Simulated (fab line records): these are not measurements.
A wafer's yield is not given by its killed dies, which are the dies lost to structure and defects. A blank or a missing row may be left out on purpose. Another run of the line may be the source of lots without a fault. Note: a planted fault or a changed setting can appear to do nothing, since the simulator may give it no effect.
Which tool did it? :: flow ritCmos :: at 1 step of a route of 202, 6 lots with 18 wafers sampled

WHAT EACH GAUGE READ, for each wafer
RIT_GATE_CD_MEAS_16: the cd target is 150 nm.
lot: L944
measured: day 2 18:39
on: cdSem-01
cdNm (nm): 151.2 149.4 148.8

lot: L946
measured: day 3 03:12
on: cdSem-01
cdNm (nm): 152.1 153.9 150.3

lot: L948
measured: day 3 14:14
on: cdSem-01
cdNm (nm): 153.1 149.8 150.0

lot: L953
measured: day 4 15:40
on: cdSem-01
cdNm (nm): 151.7 154.1 152.3

lot: L961
measured: day 6 06:07
on: cdSem-02
cdNm (nm): 155.4 155.2 157.0

lot: L964
measured: day 6 20:58
on: cdSem-02
cdNm (nm): 152.1 151.5 150.8

EACH LOT AND THE TOOL THAT RAN IT (in order: tool; ch and the chambers of the sampled wafers; start)
Before these readings, the record contains no process step.

THE ANSWER, worked out from the rows above alone
Rule: what is usual is taken from the lots themselves. Put in order of their means at a reading, lots are off if they are a third of the lots or fewer, leave a main group of 4 or more, and stand apart from it by a gap of 3 or more times the standard deviation of the main group's means; of several such gaps the widest counts. A main group is skipped when, at the precision printed for the reading in the tables above, its means are all equal. A lot without any number at a reading at which 4 lots or more have one is off too. The other lots that the step has rows for count as sound.
Off: L961, at RIT_GATE_CD_MEAS_16 (cdNm). Main group: mean 151.4 nm, sd 0.99.
A tool fits if, at a process step before that reading, it ran every lot that is off, and no sound lot after the first of them. The gauges at RIT_GATE_CD_MEAS_16 are tried like those tools. Of those tried, none fits.

WHAT THE SIMULATOR HAD INSERTED
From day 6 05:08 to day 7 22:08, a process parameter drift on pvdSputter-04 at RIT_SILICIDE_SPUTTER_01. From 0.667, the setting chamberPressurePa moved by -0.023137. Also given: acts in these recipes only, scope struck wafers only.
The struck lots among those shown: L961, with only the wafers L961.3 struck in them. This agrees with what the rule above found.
